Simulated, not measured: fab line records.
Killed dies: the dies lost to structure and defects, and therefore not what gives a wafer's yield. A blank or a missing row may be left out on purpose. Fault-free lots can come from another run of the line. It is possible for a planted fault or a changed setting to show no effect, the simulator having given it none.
A lot that was struck, set against a sound lot -- flow rit-cmos -- 18 steps out of a route of 202
Sound: the wafers L347.1, L347.2, L347.6. Wafers L363.1, L363.4, L363.6 were the ones struck. At the end, the cause is stated.
For every step that has rows: the tool of each side, followed by ch and its chambers, followed by its first start. Under that, the readings that differ: sound wafers -- struck wafers -- difference of the means -- sigmas: that difference in standard deviations of wafers without a fault.
alike: readings with means less than 2 such deviations apart, plus words and numbers identical on both sides. not compared: withheld readings, readings lacking a value on some wafer, bounds such as >300 that could conceal the same value, and numbers that have no deviation in the record and whose values overlap.
A row with sigmas, a row that says differs or no value, or rows on one side alone: a step with any of these is where the two part. Non-overlapping numbers with no deviation appear without sigmas and do not part them. A reading that every wafer of one side lacks parts them only if that side has two wafers or more.

first, 4 steps without rows for these wafers: RIT_NRETRO_SOFTBAKE_02 (time 60 s); RIT_NRETRO_EXPOSE_03 (exposes mask M4, target cd 43900 nm); RIT_NRETRO_PEB_04; RIT_NRETRO_DEVELOP_05 (develop time 67.08 s).
RIT_NRETRO_OVL_MEAS_06:
  sound on overlay-01, day 2 21:46; struck on overlay-01, day 6 14:23
  alike: NRETRO_OVL
then, 2 steps without rows for these wafers: RIT_NRETRO_HARDBAKE_07 (time 120 s); RIT_NRETRO_IMPLANT_08.
RIT_NRETRO_STRIP_09: strips in O2, time 180 s.
  sound on plasma-asher-01 ch 0,1, day 2 22:12; struck on plasma-asher-01 ch 0,1, day 6 14:49
  alike: drypump-motor-current-A
  not compared: rf-hours-counter-h
RIT_NRETRO_TW_MEAS_10:
  sound on film-metro-02, day 2 22:22; struck on film-metro-02, day 6 14:59
  alike: NRETRO_TW
then, 3 steps without rows for these wafers: RIT_PRETRO_HMDS_00 (prime time 60 s); RIT_PRETRO_COAT_01 (resist thk 1300 nm); RIT_PRETRO_SOFTBAKE_02 (time 60 s).
RIT_PRETRO_EXPOSE_03: exposes mask M5, target cd 43700 nm.
  sound on iline-stepper-01 ch 0, day 2 22:53; struck on iline-stepper-01 ch 0, day 6 15:37
reading,sound,struck,difference,sigmas
model.PRETRO.overlay-x-nm (nm),-0.6096 -0.6096 -0.6096,239.3 239.3 239.3,+239.9,
  alike: mask
then, 2 steps without rows for these wafers: RIT_PRETRO_PEB_04; RIT_PRETRO_DEVELOP_05 (develop time 68 s).
RIT_PRETRO_OVL_MEAS_06:
  sound on overlay-01, day 2 23:19; struck on overlay-01, day 6 16:03
reading,sound,struck,difference,sigmas
PRETRO_OVL (nm),-0.6 -1.0 -1.0,238.4 238.0 237.0,+238.7,+99 or more
then, 1 step without rows for these wafers: RIT_PRETRO_HARDBAKE_07 (time 120 s).
RIT_M1_PROBE_99:
  sound on prober-01, day 4 03:05; struck on prober-01, day 7 22:08
reading,sound,struck,difference,sigmas
model.etest.retro-edge-nmos.off-log10-a-um,-9.839 -9.425 -9.786,-8.367 -8.229 -7.927,+1.509,
model.etest.retro-edge-pmos.off-log10-a-um,-10.38 -10.02 -10.31,-8.346 -8.363 -8.323,+1.893,
  alike: killed-at-front-end, killed-dies, killed-open, killed-short
  not compared: model.etest.well-edge-left.line-ohm-um

## WHERE THEY PART
At RIT_PRETRO_OVL_MEAS_06 and nowhere else, as far as this record goes. Later steps at which nothing parts them and some readings are alike: RIT_M1_PROBE_99.

WHY: what had been put in by the simulator
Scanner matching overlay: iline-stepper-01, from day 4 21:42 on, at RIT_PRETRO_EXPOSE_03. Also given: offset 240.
